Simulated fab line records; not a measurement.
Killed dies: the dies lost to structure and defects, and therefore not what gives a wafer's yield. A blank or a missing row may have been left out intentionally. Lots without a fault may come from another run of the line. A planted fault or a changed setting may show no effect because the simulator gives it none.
One fault through the eyes of 2 desks :: flow berkeley-cmos170 :: each desk has only its own numbers; what lay behind them comes last

DESK OF THE TOOL OWNER: implanter-04
The tool's own readings at UCB170_NWELL_IMPLANT_14, given as means over the sampled wafers that have a number, one for each lot that went through this tool. If a lot's mean is further than 4 standard deviations from the usual mean, the lot is out of limits and carries the mark OUT (the distance appears in the brackets).
Columns: A = beam-on-s at UCB170_NWELL_IMPLANT_14, usual 10.02 s; B = dose-ions-cm2 at UCB170_NWELL_IMPLANT_14, usual 9.998e+12; C = faraday-current-uA at UCB170_NWELL_IMPLANT_14, usual 31.7
lot: L430
first seen here: day 2 08:17
A: 9.99
B: 9.992e+12
C: 31.7

lot: L431
first seen here: day 2 12:40
A: 10.10
B: 1.000e+13
C: 31.5

lot: L434
first seen here: day 3 02:41
A: 9.95
B: 1.001e+13
C: 31.9

lot: L439
first seen here: day 4 06:56
A: 9.82
B: 1.000e+13
C: 32.3

lot: L448
first seen here: day 6 02:20
A: 10.16
B: 4.999e+13 (+99 or more) OUT
C: 156.1 (+99 or more) OUT

lot: L447
first seen here: day 6 02:54
A: 10.05
B: 5.000e+13 (+99 or more) OUT
C: 157.6 (+99 or more) OUT
Finding of this desk: L447, L448 out of limits; the first was L448 at day 6 02:20, on dose-ions-cm2 at UCB170_NWELL_IMPLANT_14. L430, L431, L434, L439 stayed within limits.

FROM THE METROLOGY DESK
Lot by lot, what the gauges showed, no matter which tool ran the lot: averages of those sampled wafers that carry a number. If a lot's mean is further than 4 standard deviations from the usual mean, the lot is out of limits and carries the mark OUT (the distance appears in the brackets).
Columns: A = NWELL_TW at UCB170_NWELL_TW_MEAS_16, usual 1253; B = PWELL_OXIDE_THK at UCB170_PWELL_THK_MEAS_03, usual 28.2 nm; C = cd-nm at UCB170_ACTIVE_CD_MEAS_90, usual 1199.7 nm; D = GATE_POLY_THK at UCB170_GATE_THK_MEAS_05, usual 215.7 nm
lot: L430
first seen here: day 2 08:31
A: 1256
B: 28.1
C: 1198.1
D: 213.3

lot: L431
first seen here: day 2 12:55
A: 1249
B: 28.4
C: 1201.5
D: 216.8

lot: L432
first seen here: day 2 21:29
A: 1248
B: 28.3
C: 1200.1
D: 218.9

lot: L434
first seen here: day 3 02:54
A: 1253
B: 28.5
C: 1198.5
D: 217.4

lot: L433
first seen here: day 3 03:13
A: 1243
B: 28.1
C: 1202.9
D: 218.8

lot: L435
first seen here: day 3 09:26
A: 1250
B: 28.0
C: 1198.5
D: 215.9

lot: L436
first seen here: day 4 00:59
A: 1258
B: 27.4
C: 1200.8
D: 212.9

lot: L437
first seen here: day 4 01:16
A: 1248
B: 28.1
C: 1200.0
D: 211.9

lot: L439
first seen here: day 4 07:11
A: 1260
B: 28.3
C: 1197.7
D: 213.6

lot: L448
first seen here: day 6 02:34
A: 2103 (+99 or more) OUT
B: 28.4
C: 1198.8
D: 214.5

lot: L447
first seen here: day 6 03:09
A: 2107 (+99 or more) OUT
B: 28.5
C: 1200.2
D: 214.8

lot: L450
first seen here: day 6 18:29
A: 1256
B: 28.1
C: 1199.0
D: 214.4

lot: L451
first seen here: day 7 02:38
A: 1254
B: 28.0
C: 1200.4
D: 213.0

lot: L452
first seen here: day 7 08:09
A: 1258
B: 27.5
C: 1198.8
D: 218.3
This desk finds L447, L448 out of limits, with the earliest case on L448 at day 6 02:34 (NWELL_TW at UCB170_NWELL_TW_MEAS_16). L430, L431, L432, L434, L433, L435, L436, L437, L439, L450, L451, L452 stayed within limits.

BROUGHT TOGETHER
The tool owner's desk could have raised an alarm at day 6 02:20, on L447, L448.
L447, L448 would have let the metrology desk raise an alarm at day 6 02:34.
UCB170_NWELL_IMPLANT_14 was run on implanter-04 by each of the lots named.

WHAT THE SIMULATOR HAD INSERTED
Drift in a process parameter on implanter-04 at UCB170_NWELL_IMPLANT_14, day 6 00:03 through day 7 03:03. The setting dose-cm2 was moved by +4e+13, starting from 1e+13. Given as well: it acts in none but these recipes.
Lots struck among those shown: L447, L448.
Hours from the fault's start to each desk's first reading out of limits: the tool owner's desk, 2; the metrology desk, 3.
